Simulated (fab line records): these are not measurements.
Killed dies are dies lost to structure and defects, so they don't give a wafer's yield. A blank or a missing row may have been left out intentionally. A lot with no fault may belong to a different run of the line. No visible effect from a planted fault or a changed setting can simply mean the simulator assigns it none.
Which tool was responsible?    flow berkeley-cmos170    36 wafers from 12 lots sampled at 2 of the route's 331 steps

## WHAT THE GAUGES SHOWED, per wafer
UCB170_NWELL_THK_MEAS_02. Usual: NWELL_OXIDE_THK gives 26.6 nm (standard deviation 0.46).
lot   measured     on             NWELL_OXIDE_THK (nm)  flag
L263  day 2 00:02  film-metro-04  26.4 26.7 26.5        
L264  day 2 05:33  film-metro-01  27.3 27.3 27.3        
L265  day 2 09:31  film-metro-03  27.0 26.5 27.1        
L275  day 4 10:31  film-metro-03  27.0 27.2 27.2        
L276  day 4 22:42  film-metro-04  26.4 26.0 26.3        
L278  day 4 22:46  film-metro-04  26.5 26.3 26.4        
L280  day 5 13:49  film-metro-04  25.8 25.8 25.6        
L281  day 5 15:47  film-metro-01  25.6 25.8 25.9        
L283  day 6 04:19  film-metro-01  27.1 26.5 26.3        
L284  day 6 05:40  film-metro-01  26.8 26.9 27.0        
L285  day 6 10:37  film-metro-04  26.3 26.7 26.5        
L286  day 6 16:16  film-metro-01  27.4 27.2 27.6        

UCB170_PWELL_THK_MEAS_03. Usual: PWELL_OXIDE_THK gives 26.5 nm (standard deviation 0.44).
lot   measured     on             PWELL_OXIDE_THK (nm)  flag
L263  day 2 14:34  film-metro-02  27.2 26.7 26.7        
L264  day 2 23:28  film-metro-01  26.3 26.6 26.3        
L265  day 3 05:31  film-metro-01  27.1 27.3 26.9        
L275  day 5 02:25  film-metro-01  27.6 27.5 27.4        
L276  day 5 14:28  film-metro-02  26.9 26.5 26.8        
L278  day 5 14:25  film-metro-02  26.2 26.4 26.3        
L280  day 6 04:47  film-metro-04  26.4 25.7 25.7        
L281  day 6 11:46  film-metro-02  26.3 26.5 26.1        
L283  day 6 18:52  film-metro-01  26.7 26.8 26.8        
L284  day 7 00:24  film-metro-02  26.5 26.4 26.5        
L285  day 7 01:46  film-metro-02  26.7 26.8 26.7        
L286  day 7 06:40  film-metro-01  26.6 26.3 26.5        

## EACH LOT AND THE TOOL THAT RAN IT (in order: tool; ch and the chambers of the sampled wafers; start)
No process step before these readings appears in the record.

## WHAT THE TOOLS THEMSELVES READ (means of the sampled wafers that have a number; where no wafer has one, the mark that the record gives instead)
The record holds no such reading with a usual standard deviation.

## THE ANSWER, worked out from the rows above alone
Rule: lot off if the mean of its wafers having a number is beyond 3 standard deviations from the usual mean. Also off: a lot with no number at a reading for which 4 or more lots have one. The other lots that the step has rows for count as sound. After the gauges, taken in route order, come the tools' own readings; for these a lot's mean is taken, as printed above. At the first step where some lot is off, the reading lying furthest off is the one used; lots without a number count as furthest.
Nothing can be told from this: no lot is off at any reading shown.

## WHAT HAD BEEN PUT IN BY THE SIMULATOR
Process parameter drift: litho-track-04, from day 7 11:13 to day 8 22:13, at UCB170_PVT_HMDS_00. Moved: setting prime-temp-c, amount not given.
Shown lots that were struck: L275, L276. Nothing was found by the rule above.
